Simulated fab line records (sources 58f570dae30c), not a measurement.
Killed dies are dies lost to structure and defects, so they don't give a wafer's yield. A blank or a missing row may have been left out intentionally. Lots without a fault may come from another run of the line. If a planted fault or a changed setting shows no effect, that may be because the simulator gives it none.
Commonality check across tools | flow berkeley cmos170 | Sampled: 14 lots, 42 wafers

== REASON FOR OPENING ==
2 of 14 lots carry a flag on the reading NSD_TW at UCB170_NSD_TW_MEAS_10. No-fault wafers: 4140, standard deviation 17.
Rule: a lot gets a flag if all its wafers with a number sit over 4 standard deviations from that mean, or if no wafer of it has a number. The other lots count as sound.

lot  | measured     | on            | NSD_TW, wafer by wafer | flag
L320 | day 8 13:23  | film metro-04 | 4155 4131 4141         |
L322 | day 9 04:11  | film metro-04 | 4124 4124 4133         |
L324 | day 9 04:28  | film metro-02 | 4137 4127 4122         |
L323 | day 9 04:38  | film metro-04 | 4159 4122 4152         |
L325 | day 9 11:19  | film metro-04 | 4127 4128 4111         |
L327 | day 9 11:28  | film metro-03 | 4130 4129 4137         |
L328 | day 9 20:24  | film metro-02 | 4131 4136 4123         |
L329 | day 9 20:41  | film metro-02 | 4138 4156 4119         |
L330 | day 10 03:46 | film metro-04 | 4132 4152 4135         |
L332 | day 11 00:27 | film metro-04 | 4152 4151 4140         |
L333 | day 11 00:40 | film metro-03 | 4165 4171 4149         |
L337 | day 12 00:22 | film metro-02 | 4134 4142 4143         |
L339 | day 12 00:26 | film metro-04 | 3996 3980 4001         | FLAGGED
L338 | day 12 05:23 | film metro-04 | 3975 3967 3962         | FLAGGED
Average over the flagged lots: 3980; offset from the usual -160, equal to -9 standard deviations.

== WHICH TOOL EACH LOT WENT THROUGH ==
Before the reading, the record contains 2 process steps out of a 331-step route. Every cell lists first the tool, next ch and the chambers used by the sampled wafers, and last the start.
lot  | flag    | UCB170_NSD_IMPLANT_08           | UCB170_NSD_STRIP_09
L320 |         | implanter-03 ch 0, day 8 13:08  | plasma asher-02 ch 0,1, day 8 13:17
L322 |         | implanter-03 ch 0, day 9 03:57  | plasma asher-01 ch 1, day 9 04:05
L324 |         | implanter-02 ch 0, day 9 04:14  | plasma asher-03 ch 0,1, day 9 04:21
L323 |         | implanter-03 ch 0, day 9 04:24  | plasma asher-01 ch 0,1, day 9 04:32
L325 |         | implanter-03 ch 0, day 9 11:05  | plasma asher-01 ch 0,1, day 9 11:13
L327 |         | implanter-01 ch 0, day 9 11:16  | plasma asher-03 ch 0,1, day 9 11:22
L328 |         | implanter-01 ch 0, day 9 20:09  | plasma asher-03 ch 0,1, day 9 20:18
L329 |         | implanter-02 ch 0, day 9 20:27  | plasma asher-02 ch 0,1, day 9 20:35
L330 |         | implanter-03 ch 0, day 10 03:32 | plasma asher-02 ch 0,1, day 10 03:40
L332 |         | implanter-02 ch 0, day 11 00:12 | plasma asher-02 ch 0,1, day 11 00:21
L333 |         | implanter-03 ch 0, day 11 00:25 | plasma asher-03 ch 1, day 11 00:34
L337 |         | implanter-03 ch 0, day 12 00:09 | plasma asher-01 ch 0,1, day 12 00:17
L339 | FLAGGED | implanter-02 ch 0, day 12 00:11 | plasma asher-03 ch 0,1, day 12 00:20
L338 | FLAGGED | implanter-02 ch 0, day 12 05:08 | plasma asher-01 ch 0,1, day 12 05:17
These steps, and what they do:
- UCB170_NSD_IMPLANT_08
- UCB170_NSD_STRIP_09: strips in O2.
- UCB170_NSD_TW_MEAS_10

== FLAGGED OVER TOTAL, TOOL BY TOOL (the gauges that took the reading come last) ==
step                  | tool            | lots run | flagged | share of the flagged lots | sound lots run after its first flagged lot
UCB170_NSD_IMPLANT_08 | implanter-01    | 2        | 0       | none                      | -
UCB170_NSD_IMPLANT_08 | implanter-02    | 5        | 2       | all                       | 0
UCB170_NSD_IMPLANT_08 | implanter-03    | 7        | 0       | none                      | -
UCB170_NSD_STRIP_09   | plasma asher-01 | 5        | 1       | some                      | 0
UCB170_NSD_STRIP_09   | plasma asher-02 | 4        | 0       | none                      | -
UCB170_NSD_STRIP_09   | plasma asher-03 | 5        | 1       | some                      | 0
UCB170_NSD_TW_MEAS_10 | film metro-02   | 4        | 0       | none                      | -
UCB170_NSD_TW_MEAS_10 | film metro-03   | 2        | 0       | none                      | -
UCB170_NSD_TW_MEAS_10 | film metro-04   | 8        | 2       | all                       | 0

== WHAT IS ALLOWED BY THE TABLE ==
Rows of the table that ran all the flagged lots, 2 in number: implanter-02 at UCB170_NSD_IMPLANT_08; film metro-04 at UCB170_NSD_TW_MEAS_10.
- implanter-02 at UCB170_NSD_IMPLANT_08: 2 of its 5 lots flagged. Last sound lot L332 at day 11 00:12, first flagged lot L339 at day 12 00:11; a fault beginning in between fits. Its own readings lie more than 4 standard deviations out on every wafer of the flagged lots: dose ions cm2, faraday current uA.
- film metro-04 at UCB170_NSD_TW_MEAS_10: 2 of its 8 lots flagged. Last sound lot L332 at day 11 00:27, first flagged lot L339 at day 12 00:26; a fault beginning in between fits.
A lot count leaves these 2 tools indistinguishable: every one of them fits a fault beginning at some hour. More lots, or a look at what each step does to the wafer, might.

== WHAT THE SIMULATOR PUT IN ==
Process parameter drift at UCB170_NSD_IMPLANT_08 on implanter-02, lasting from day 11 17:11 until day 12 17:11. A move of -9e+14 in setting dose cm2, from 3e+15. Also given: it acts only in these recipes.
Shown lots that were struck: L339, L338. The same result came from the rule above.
